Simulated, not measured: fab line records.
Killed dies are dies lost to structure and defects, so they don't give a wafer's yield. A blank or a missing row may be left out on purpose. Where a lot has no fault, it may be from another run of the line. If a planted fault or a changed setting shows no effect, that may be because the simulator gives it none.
What tool caused it? | flow berkeleyCmos170 | 6 lots (18 wafers sampled), 1 step of a 331-step route

== WHAT THE GAUGES READ, wafer by wafer ==
UCB170_START_BOW_MEAS_00.
lot  | measured    | on           | INCOMING_BOW (um)
L316 | day 1 15:02 | filmMetro-03 | 2 15 0
L318 | day 2 01:00 | filmMetro-02 | -5 -6 -3
L328 | day 4 03:04 | filmMetro-02 | -3 -12 -2
L332 | day 4 23:00 | filmMetro-03 | 5 10 -4
L334 | day 5 09:00 | filmMetro-02 | 0 -13 1
L338 | day 6 05:00 | filmMetro-02 | -4 8 -5

== WHAT TOOL EACH LOT RAN ON (gives the tool, then ch and the chambers of the sampled wafers, and finally the start) ==
Before these readings, the record contains no process step.

== THE ANSWER, worked out from the rows above alone ==
Rule: the usual values come from the lots themselves. The widest of any qualifying gaps counts: lots, ordered by their means at a reading, are off when they make up no more than a third of the lots, leave a main group of 4 or more, and stand apart from it by 3 or more times the standard deviation of that group's means. The tables above print the reading to a certain number of digits; a main group whose means all agree to those digits is not used. Also off: a lot with no number at a reading for which 4 or more lots have one. Where the step has rows for the other lots, those lots are counted as sound.
None of the lots is off at any reading shown; this tells nothing.

== WHAT THE SIMULATOR PUT IN ==
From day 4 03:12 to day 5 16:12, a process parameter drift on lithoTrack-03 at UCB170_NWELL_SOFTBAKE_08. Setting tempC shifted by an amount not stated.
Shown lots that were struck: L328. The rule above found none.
